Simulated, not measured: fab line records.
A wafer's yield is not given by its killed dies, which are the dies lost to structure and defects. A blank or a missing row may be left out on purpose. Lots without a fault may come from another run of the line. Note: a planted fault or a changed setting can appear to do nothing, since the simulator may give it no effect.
Which tool did it?	flow berkeleyCmos170	12 lots, 36 wafers sampled, at 4 steps of a route of 331

WHAT THE GAUGES READ, wafer by wafer
UCB170_ACTIVE_CD_MEAS_13 targets a cd of 1200 nm.
lot	measured	on	cdNm (nm)
L412	day 4 03:21	cdSem-01	1197.2 1195.8 1197.2
L413	day 4 12:23	cdSem-01	1201.1 1200.4 1201.8
L414	day 4 23:46	cdSem-02	1199.2 1197.9 1198.8
L415	day 4 23:56	cdSem-02	1201.4 1200.6 1201.6
L422	day 6 13:19	cdSem-01	1201.2 1202.6 1201.8
L426	day 7 08:39	cdSem-01	1200.3 1200.5 1200.4
L428	day 7 21:55	cdSem-02	1200.9 1198.6 1199.6
L429	day 8 04:42	cdSem-02	1199.7 1199.3 1199.9
L431	day 8 12:33	cdSem-02	1197.8 1197.8 1198.4
L432	day 8 19:37	cdSem-02	1200.0 1201.1 1201.3
L434	day 8 19:56	cdSem-02	1199.3 1199.1 1199.2
L435	day 9 08:47	cdSem-01	1200.1 1200.2 1201.6

UCB170_SACOX_THK_MEAS_02.
lot	measured	on	SACOX_OXIDE_THK (nm)
L412	day 4 20:15	filmMetro-02	14.77 14.60 14.70
L413	day 5 11:36	filmMetro-01	14.07 14.61 14.53
L414	day 6 00:08	filmMetro-04	14.50 14.47 14.37
L415	day 6 00:08	filmMetro-02	14.13 14.28 14.34
L422	day 7 11:32	filmMetro-01	15.55 15.13 15.13
L426	day 8 05:53	filmMetro-01	15.47 15.28 15.49
L428	day 9 01:23	filmMetro-04	14.46 14.54 14.45
L429	day 9 01:27	filmMetro-02	14.79 14.44 14.48
L431	day 9 12:03	filmMetro-02	14.12 14.27 14.32
L432	day 9 18:01	filmMetro-02	15.03 15.13 14.97
L434	day 9 18:00	filmMetro-04	14.80 14.70 14.44
L435	day 10 01:04	filmMetro-04	14.21 14.18 14.56

UCB170_PVT_OVL_MEAS_06.
lot	measured	on	PVT_OVL (nm)
L412	day 5 08:01	overlay-02	-2 -8 -10
L413	day 6 03:14	overlay-02	-2 -10 -7
L414	day 6 13:23	overlay-01	1 5 -5
L415	day 6 13:38	overlay-01	-12 0 6
L422	day 8 02:15	overlay-02	-2 2 -1
L426	day 8 20:03	overlay-02	-2 0 -1
L428	day 9 14:41	overlay-01	6 5 8
L429	day 9 14:53	overlay-01	-1 -9 -8
L431	day 9 22:15	overlay-02	-1 2 -5
L432	day 10 03:48	overlay-01	0 2 2
L434	day 10 02:56	overlay-02	-9 -13 -9
L435	day 10 15:02	overlay-01	6 2 1

UCB170_GATE_THK_MEAS_02.
lot	measured	on	GATE_OXIDE_THK (nm)
L412	day 5 13:41	filmMetro-01	6.64 6.64 6.68
L413	day 6 09:01	filmMetro-02	6.60 6.56 6.57
L414	day 6 17:59	filmMetro-04	6.46 6.45 6.46
L415	day 6 17:59	filmMetro-02	6.36 6.43 6.59
L422	day 8 07:17	filmMetro-04	6.52 6.40 6.57
L426	day 9 02:08	filmMetro-01	6.32 6.42 6.39
L428	day 9 17:55	filmMetro-02	6.32 6.28 6.38
L429	day 9 17:55	filmMetro-04	6.56 6.43 6.51
L431	day 10 01:24	filmMetro-04	6.27 6.34 6.18
L432	day 10 08:28	filmMetro-02	6.80 6.86 6.72
L434	day 10 08:23	filmMetro-04	6.50 6.68 6.63
L435	day 10 18:08	filmMetro-02	6.53 6.59 6.58

EACH LOT AND THE TOOL THAT RAN IT (in order: tool; ch and the chambers of the sampled wafers; start)
Before these readings, the record contains no process step.

AS READ BY THE TOOLS THEMSELVES (means over the sampled wafers that have a number; for cases with no such wafer, the mark the record gives instead)
The record holds no such reading with a usual standard deviation.

THE ANSWER, worked out from the rows above alone
Rule: the usual values come from the lots themselves. Put in order of their means at a reading, lots are off if they are a third of the lots or fewer, leave a main group of 4 or more, and stand apart from it by a gap of 3 or more times the standard deviation of the main group's means; of several such gaps the widest counts. The tables above print the reading to a certain number of digits; a main group whose means all agree to those digits is not used. A lot without any number at a reading at which 4 lots or more have one is off too. All remaining lots with rows at the step are treated as sound. Order of review: gauges by route order, followed by the tools' own readings, for which a lot's mean as printed above is used. The first step at which some lot is off is used, and at that step the reading that is off furthest; a lot without a number counts as furthest.
Nothing can be told from this: no lot is off at any reading shown.

WHAT THE SIMULATOR HAD PUT IN
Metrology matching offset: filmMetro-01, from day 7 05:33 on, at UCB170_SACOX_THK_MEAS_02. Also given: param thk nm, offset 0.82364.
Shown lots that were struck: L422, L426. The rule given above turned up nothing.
